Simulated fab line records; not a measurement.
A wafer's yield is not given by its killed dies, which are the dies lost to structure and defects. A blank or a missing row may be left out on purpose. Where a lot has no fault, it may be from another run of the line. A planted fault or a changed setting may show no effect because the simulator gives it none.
The tool behind it: which one?    flow berkeley_cmos170    Sampling: 7 lots, 21 wafers, 2 of 331 route steps

== WHAT THE GAUGES READ, wafer by wafer ==
UCB170_GATE_CD_MEAS_90: target cd 350 nm.
lot   measured      on         cd_nm (nm)
L268  day 8 02:47   cd_sem-02  350.2 349.2 349.5
L272  day 8 02:30   cd_sem-02  350.5 350.7 350.4
L277  day 9 14:13   cd_sem-01  351.6 352.0 350.4
L280  day 9 23:42   cd_sem-02  - - -
L284  day 10 07:24  cd_sem-01  350.9 351.2 350.8
L286  day 10 22:45  cd_sem-02  347.7 348.4 348.2
L288  day 11 11:33  cd_sem-02  349.2 349.6 350.8

== EACH LOT AND THE TOOL THAT RAN IT (in order: tool; ch and the chambers of the sampled wafers; start) ==
lot   UCB170_GATE_CVD_04
L268  lpcvd-01 ch 0, day 7 23:02
L272  lpcvd-01 ch 1, day 7 23:02
L277  lpcvd-02 ch 1, day 9 11:04
L280  lpcvd-01 ch 1, day 9 20:05
L284  lpcvd-02 ch 0, day 10 03:59
L286  lpcvd-01 ch 0, day 10 19:53
L288  lpcvd-01 ch 0, day 11 06:32
- UCB170_GATE_CVD_04: deposits poly-Si from SiH4, time 1440 s, target thk 214 nm.

== THE ANSWER, worked out from the rows above alone ==
Rule: the usual values come from the lots themselves. Put in order of their means at a reading, lots are off if they are a third of the lots or fewer, leave a main group of 4 or more, and stand apart from it by a gap of 3 or more times the standard deviation of the main group's means; of several such gaps the widest counts. A main group whose means are all the same, to the digits that the tables above print for the reading, isn't used. A lot without any number at a reading at which 4 lots or more have one is off too. All remaining lots with rows at the step are treated as sound.
Off: L280, at UCB170_GATE_CD_MEAS_90 (cd_nm). Without a number there: L280. Main group: mean 350.1 nm, sd 1.1.
A tool fits if, at a process step before that reading, it ran every lot that is off, and no sound lot after the first of them. Those tools and the gauges at UCB170_GATE_CD_MEAS_90 are tried in the same way. No candidate that was tried fits.

== WHAT THE SIMULATOR HAD INSERTED ==
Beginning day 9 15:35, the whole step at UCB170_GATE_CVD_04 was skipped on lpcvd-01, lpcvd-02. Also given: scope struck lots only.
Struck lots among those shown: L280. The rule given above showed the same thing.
